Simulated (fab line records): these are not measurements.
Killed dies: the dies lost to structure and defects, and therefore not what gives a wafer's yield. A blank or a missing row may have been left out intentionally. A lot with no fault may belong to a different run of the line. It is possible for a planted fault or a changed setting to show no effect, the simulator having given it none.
Lot-split experiment    flow berkeley_cmos170    23 wafers read from 5 lots, route of 331 steps

ABOUT THE SPLIT
At UCB170_GATE_CVD_04 (deposits poly-Si from SiH4, time 1440 s, target thk 214 nm), the setting time_s was moved away from the recipe's 1440 s on 10 of the 23 wafers read, by -10.1% to -10.0%. All remaining wafers had this setting at the recipe value.

No step appears in the file between the split and the reading.

THE READING
GATE_POLY_THK (nm), taken at UCB170_GATE_THK_MEAS_05. Fault-free wafers of this fab line usually give 214.0 nm, standard deviation 1.7 nm.

wafer   tool, chamber at the split  time_s as run, s  against the recipe  GATE_POLY_THK, nm  against lot-mates on the recipe
L075.1  lpcvd-01, 0                 1440              recipe              211.7              -
L075.2  lpcvd-01, 0                 1440              recipe              212.3              -
L075.5  lpcvd-01, 0                 1440              recipe              213.1              -
L079.1  -, -                        1296              -10.0%              191.4              no lot-mate on the recipe
L079.3  -, -                        1296              -10.0%              191.1              no lot-mate on the recipe
L079.4  -, -                        1296              -10.0%              191.6              no lot-mate on the recipe
L079.5  -, -                        1296              -10.0%              194.3              no lot-mate on the recipe
L079.6  -, -                        1296              -10.0%              191.7              no lot-mate on the recipe
L080.1  -, -                        1440              recipe              210.6              -
L080.3  -, -                        1440              recipe              213.4              -
L080.4  -, -                        1440              recipe              214.3              -
L080.5  -, -                        1440              recipe              212.2              -
L080.6  -, -                        1440              recipe              213.7              -
L083.1  -, -                        1294              -10.1%              193.9              no lot-mate on the recipe
L083.3  -, -                        1294              -10.1%              192.8              no lot-mate on the recipe
L083.4  -, -                        1294              -10.1%              192.6              no lot-mate on the recipe
L083.5  -, -                        1294              -10.1%              194.2              no lot-mate on the recipe
L083.6  -, -                        1294              -10.1%              193.5              no lot-mate on the recipe
L084.2  -, -                        1440              recipe              213.8              -
L084.3  -, -                        1440              recipe              216.0              -
L084.4  -, -                        1440              recipe              214.9              -
L084.5  -, -                        1440              recipe              216.2              -
L084.6  -, -                        1440              recipe              215.6              -

FIT RESULTS
A straight line over all 23 wafers: GATE_POLY_THK changes by +2.08 nm for each +1% of time_s; r = +0.99; the points scatter about the line by 1.6 nm.
Too few moved wafers have a lot-mate on the recipe to fit a line with each lot's own level taken away.

THE WHOLE CHAIN: every reading that the file lists as answering this split, in the file's order
step                     what it does                                                reading                                                                         change (the file's fit)               r (the file's)
UCB170_GATE_CVD_04       deposits poly-Si from SiH4, time 1440 s, target thk 214 nm  poly-Si_of_GATE_CVD_04.thk_nm (the simulator's own value, which no gauge read)  +2.09 nm for each +1% of the setting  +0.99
UCB170_GATE_THK_MEAS_05                                                              GATE_POLY_THK                                                                   +2.08 for each +1% of the setting     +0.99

THE FILE'S OWN FIT
GATE_POLY_THK changes by +2.08 nm for each +1% of time_s, r = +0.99.
